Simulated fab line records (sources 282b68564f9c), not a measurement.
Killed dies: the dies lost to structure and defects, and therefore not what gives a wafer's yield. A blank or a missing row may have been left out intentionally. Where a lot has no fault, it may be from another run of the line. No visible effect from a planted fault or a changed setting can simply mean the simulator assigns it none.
Which tool is to blame? | flow ritCmos | 15 lots with 45 wafers sampled at 2 steps, on a route of 202 steps

== WHAT THE GAUGES READ, wafer by wafer ==
RIT_REOX_THK_MEAS_04. Usual: REOX_OXIDE_THK gives 25.2 nm (standard deviation 0.47).
lot  | measured    | on           | REOX_OXIDE_THK (nm) | flag
L281 | day 2 17:29 | filmMetro-04 | 25.1 25.1 24.9      | 
L282 | day 2 22:04 | filmMetro-02 | 25.1 25.7 25.5      | 
L283 | day 3 01:52 | filmMetro-02 | 24.6 24.5 24.3      | 
L284 | day 3 07:42 | filmMetro-02 | 24.5 24.5 24.3      | 
L289 | day 4 10:04 | filmMetro-04 | 25.0 25.2 24.9      | 
L290 | day 4 17:29 | filmMetro-02 | 19.5 19.2 19.6      | OFF
L291 | day 4 20:31 | filmMetro-04 | 19.8 20.5 19.9      | OFF
L292 | day 5 03:29 | filmMetro-02 | 20.1 19.8 20.2      | OFF
L294 | day 5 15:42 | filmMetro-01 | 24.5 25.0 24.4      | 
L298 | day 6 04:40 | filmMetro-02 | 25.2 25.5 25.7      | 
L300 | day 6 16:03 | filmMetro-01 | 25.1 25.2 25.3      | 
L301 | day 6 19:53 | filmMetro-04 | 25.2 24.2 24.7      | 
L302 | day 7 02:01 | filmMetro-02 | 26.0 25.6 25.6      | 
L303 | day 7 06:29 | filmMetro-02 | 26.1 25.9 25.6      | 
L304 | day 7 11:52 | filmMetro-02 | 25.0 24.8 24.8      | 

== TOOL THAT RAN EACH LOT (tool first, then ch and the chambers of the sampled wafers, then the start) ==
lot  | RIT_REOX_OXIDATION_03
L281 | furnace-04 ch 0, day 2 14:56
L282 | furnace-01 ch 0, day 2 19:31
L283 | furnace-03 ch 0, day 2 23:17
L284 | furnace-03 ch 0, day 3 05:08
L289 | furnace-03 ch 0, day 4 07:29
L290 | furnace-03 ch 0, day 4 14:56
L291 | furnace-03 ch 0, day 4 17:58
L292 | furnace-03 ch 0, day 5 00:56
L294 | furnace-01 ch 0, day 5 13:09
L298 | furnace-04 ch 0, day 6 02:06
L300 | furnace-04 ch 0, day 6 13:28
L301 | furnace-04 ch 0, day 6 17:20
L302 | furnace-01 ch 0, day 6 23:28
L303 | furnace-01 ch 0, day 7 03:56
L304 | furnace-03 ch 0, day 7 09:19
- RIT_REOX_OXIDATION_03: target thk 25.2 nm, ox time 5580 s.

== WHAT THE TOOLS THEMSELVES READ (means of the sampled wafers that have a number; where no wafer has one, the mark that the record gives instead) ==
RIT_REOX_OXIDATION_03. Usual: spikeTcCentreC 904.3 C, standard deviation 1.6; spikeTcLoadC 927.0 C, standard deviation 2.6; spikeTcSourceC 923.9 C, standard deviation 3; tubeCenterTempC 899.99 C, standard deviation 0.084; tube_center_temp_C_max 902.3, standard deviation 0.39.
lot  | tool       | spikeTcCentreC (C) | spikeTcLoadC (C) | spikeTcSourceC (C) | tubeCenterTempC (C) | tube_center_temp_C_max | flag
L281 | furnace-04 | 905.6              | 922.8            | 925.9              | 900.05              | 902.5                  | 
L282 | furnace-01 | 902.9              | 931.0            | 919.1              | 899.94              | 902.1                  | 
L283 | furnace-03 | 903.9              | 927.8            | 924.6              | 899.99              | 902.4                  | 
L284 | furnace-03 | 905.1              | 926.8            | 925.1              | 900.05              | 902.6                  | 
L289 | furnace-03 | 905.4              | 927.2            | 923.6              | 899.92              | 902.2                  | 
L290 | furnace-03 | 879.0              | 902.0            | 900.2              | 874.93              | 877.4                  | OFF
L291 | furnace-03 | 880.6              | 902.6            | 899.8              | 875.03              | 877.3                  | OFF
L292 | furnace-03 | 879.5              | 901.8            | 898.9              | 875.03              | 877.7                  | OFF
L294 | furnace-01 | 902.5              | 929.0            | 920.5              | 899.94              | 901.9                  | 
L298 | furnace-04 | 905.9              | 924.0            | 927.4              | 899.92              | 902.3                  | 
L300 | furnace-04 | 906.6              | 923.7            | 927.9              | 900.03              | 902.4                  | 
L301 | furnace-04 | 905.6              | 924.0            | 926.9              | 899.94              | 902.4                  | 
L302 | furnace-01 | 901.6              | 930.5            | 918.6              | 900.01              | 902.2                  | 
L303 | furnace-01 | 903.2              | 930.2            | 919.1              | 900.01              | 902.3                  | 
L304 | furnace-03 | 904.9              | 927.2            | 923.3              | 899.98              | 901.8                  | 

== THE ANSWER, worked out from the rows above alone ==
Rule: a lot is off if the mean of its wafers that have a number lies more than 3 standard deviations from the usual mean. Also off: a lot with no number at a reading for which 4 or more lots have one. Where the step has rows for the other lots, those lots are counted as sound. Order of review: gauges by route order, followed by the tools' own readings, for which a lot's mean as printed above is used. The first step at which some lot is off is used, and at that step the reading that is off furthest; a lot without a number counts as furthest.
Off: L290, L291, L292, seen at RIT_REOX_THK_MEAS_04 (REOX_OXIDE_THK).
If a tool, at a process step before that reading, ran all the lots that are off and no sound lot after the first of them, it fits. The gauges at RIT_REOX_THK_MEAS_04 aren't tried: what is off there is off at RIT_REOX_OXIDATION_03 too, on other tools, and a gauge's error can't cause that. No candidate that was tried fits.

== WHAT HAD BEEN PUT IN BY THE SIMULATOR ==
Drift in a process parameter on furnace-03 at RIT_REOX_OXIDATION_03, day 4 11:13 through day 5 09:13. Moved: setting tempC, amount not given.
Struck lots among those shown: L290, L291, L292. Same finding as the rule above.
